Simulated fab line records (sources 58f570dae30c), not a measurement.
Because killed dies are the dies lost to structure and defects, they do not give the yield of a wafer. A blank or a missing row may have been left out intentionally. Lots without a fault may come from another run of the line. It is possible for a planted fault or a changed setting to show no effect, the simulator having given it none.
Problem report in the 8D (eight disciplines) form, filled by code	flow berkeleyCmos170	the parts of the form that need people (team, actions taken, sign-off) are left out

== 1. THE PROBLEM ==
Across 12 wafers from 4 lots, NLDD_OVL at UCB170_NLDD_OVL_MEAS_07 averages 319 nm, while fault-free wafers read -1 nm with a standard deviation of 6. That is +53 standard deviations from the usual mean.
The first sign was on wafer L790.3 at day 9 16:53, on overlay-01. Wafers with a number at this step in the record: 48, from 16 lots. By rule, "out" or "out of limits" means more than 4 standard deviations away from the usual mean. The other wafers with a number count as sound.

== 2. WHAT IT IS, AND WHAT IT ISN'T ==
question	is	is not
which readings at this step	NLDD_OVL	-
which lots	L790, L791, L792, L793	L775, L778, L779, L782, L783, L784, L785, L786, L788, L789, L797, L798
which wafers of those lots	all that have a number	-
read on which gauges	overlay-01, overlay-02	-
when	from day 9 16:53	up to then (30 sound wafers); but 6 sound wafers of L797, L798 came after

== 3. THE SUSPECTS, EACH WITH WHAT RULES IT OUT ==
Counting: any tool at a process step up to the reading is kept as a suspect provided that every lot that is out went through it and no sound lot did after the first of them.
- the gauge at UCB170_NLDD_OVL_MEAS_07: ruled out. Those wafers that are out were read across 2 gauges (overlay-01, overlay-02).
- krfScanner-01 at UCB170_NLDD_EXPOSE_03 (exposes mask NSELECT, target cd 1200 nm): kept. Every lot that is out went through it, starting with L790 (day 9 16:23), and after that it ran no sound lot; the last sound lot it ran before then is L789 (day 8 20:44).
The count leaves krfScanner-01 at UCB170_NLDD_EXPOSE_03.

== 4. THE CAUSE (what the simulator had put in) ==
Scanner matching overlay: krfScanner-01, from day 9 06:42 on, at UCB170_NLDD_EXPOSE_03. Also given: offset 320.
This tool alone remained once counting was done.

== 5. SEQUENCE OF EFFECTS, ordered by route ==
Each row: a reading where the mean over the struck wafers with a number is more than 3 standard deviations away from the usual. Readings are gone through only where the record gives a usual standard deviation; hours: the median, over the lots, of the time from a lot's start at the first step in this table giving one to that lot's start at this step; sigmas: the change measured in usual standard deviations.
hours	step	reading	usual	on struck wafers	change	sigmas
0	UCB170_NLDD_OVL_MEAS_07	NLDD_OVL	-1 nm	319	+320	+53
Later measuring or inspecting steps at which every struck wafer that the step has a row for has a number for every such reading, and none has moved that far: UCB170_SPACER_THK_MEAS_01.

== 6. WHAT WOULD HAVE CAUGHT IT SOONER ==
10 hours passed between the start of the fault at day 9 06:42 and the first reading out of limits at a measuring or inspecting step in this record, taken at day 9 16:53.
Tool readings at UCB170_NLDD_EXPOSE_03 with a usual standard deviation given in the record: none out on any struck wafer, hence no alarm at a limit of 4 standard deviations on them.
Lots out: 4; of these, L793 started UCB170_NLDD_EXPOSE_03 on krfScanner-01 after day 9 16:53. It would have been spared by a hold on the tool at that moment.
